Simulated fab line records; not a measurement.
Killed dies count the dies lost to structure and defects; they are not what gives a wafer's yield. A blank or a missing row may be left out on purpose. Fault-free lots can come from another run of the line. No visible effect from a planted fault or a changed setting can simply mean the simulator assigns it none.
Problem report, 8D (eight disciplines) form, completed by code    flow berkeley_cmos170    the parts of the form that need people (team, actions taken, sign-off) are left out

== 1. WHAT IS WRONG ==
Mean M3_AL_RS at UCB170_M3_RS_MEAS_02: 0.0425 ohm/sq over 6 wafers in 2 lots; fault-free wafers: 0.0320 ohm/sq, standard deviation 0.00041. That puts it +26 standard deviations away from the usual mean.
The step: measures by four-point-probe.
Earliest sighting: wafer L915.1 on film_metro-04 at day 10 06:48. At this step, 42 wafers from 14 lots have a number in the record. Rule for "out", or "out of limits": more than 4 standard deviations from the usual mean. The rest of the wafers with a number are treated as sound.

== 2. WHAT IT IS, WHAT IT ISN'T ==
question                     is                      is not
which readings at this step  M3_AL_RS                -
which lots                   L915, L921              L909, L910, L911, L912, L913, L914, L917, L924, L926, L928, L931, L932
which wafers of those lots   all that have a number  -
read on which gauges         film_metro-04           film_metro-01, film_metro-03
when                         from day 10 06:48       up to then (21 sound wafers); but 15 sound wafers of L924, L926, L928, L931, L932 came after

== 3. THE SUSPECTS, EACH WITH WHAT RULES IT OUT ==
Counting: a tool at a process step up to the reading stays a suspect if it ran every lot that is out and no sound lot after the first of them.
- ruled out: the gauge at UCB170_M3_RS_MEAS_02. All the wafers that are out were read on film_metro-04, but those of them that UCB170_M3_METAL_ETCH_18 has rows for are out there too, on other tools.
- pecvd-01 at UCB170_V2_CVD_00 (deposits SiO2 from TEOS/O2, target thk 2000 nm, time 250 s): ruled out as a lasting fault. The sound lots L926, L928 went through it after L915, its earliest lot that is out (day 10 04:04).
- pvd_sputter-01 at UCB170_M3_SPUTTER_01 (material Al, target thk 900 nm, time 120 s): kept. All lots that are out passed through it, beginning with L915 at day 10 06:43, and no sound lot followed; its final sound lot before that point was L914 at day 9 09:44.
After counting, what remains is pvd_sputter-01 at UCB170_M3_SPUTTER_01.

== 4. THE CAUSE (what the simulator had put in) ==
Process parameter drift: pvd_sputter-01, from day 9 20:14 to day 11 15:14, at UCB170_M3_SPUTTER_01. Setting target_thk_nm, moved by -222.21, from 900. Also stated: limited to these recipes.
Only this tool survived the counting.

== 5. THE CHAIN OF EFFECTS, in route order ==
Each row: a reading where the mean over the struck wafers with a number is more than 3 standard deviations away from the usual. Readings are gone through only where the record gives a usual standard deviation; hours: the median, over the lots, of the time from a lot's start at the first step in this table giving one to that lot's start at this step; sigmas: the change measured in usual standard deviations.
hours  step                     reading         usual          on struck wafers  change   sigmas
0      UCB170_M3_RS_MEAS_02     M3_AL_RS        0.0320 ohm/sq  0.0425            +0.0105  +26
0      UCB170_M3_THK_MEAS_03    M3_AL_THK       903 nm         682               -221     -18
3      UCB170_M3_METAL_ETCH_18  oes_product_au  0.864 a.u.     0.747             -0.117   -9.0
It contains these process steps:
- UCB170_M3_METAL_ETCH_18: etches Al in Cl2/BCl3, stops on SiO2, target depth 1170 nm, time 195 s.

== 6. HOW IT WOULD HAVE BEEN CAUGHT EARLIER ==
Counted from the fault's start at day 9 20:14, it took 11 hours until the first out-of-limits reading at a measuring or inspecting step in this record, taken at day 10 06:48.
No tool reading at UCB170_M3_SPUTTER_01 that has a usual standard deviation in the record was out on any struck wafer, so an alarm limit of 4 standard deviations on those readings would not have fired.
Of the lots that are out (2), L921 began UCB170_M3_SPUTTER_01 on pvd_sputter-01 after day 10 06:48. It would have been spared by a hold on the tool at that moment.
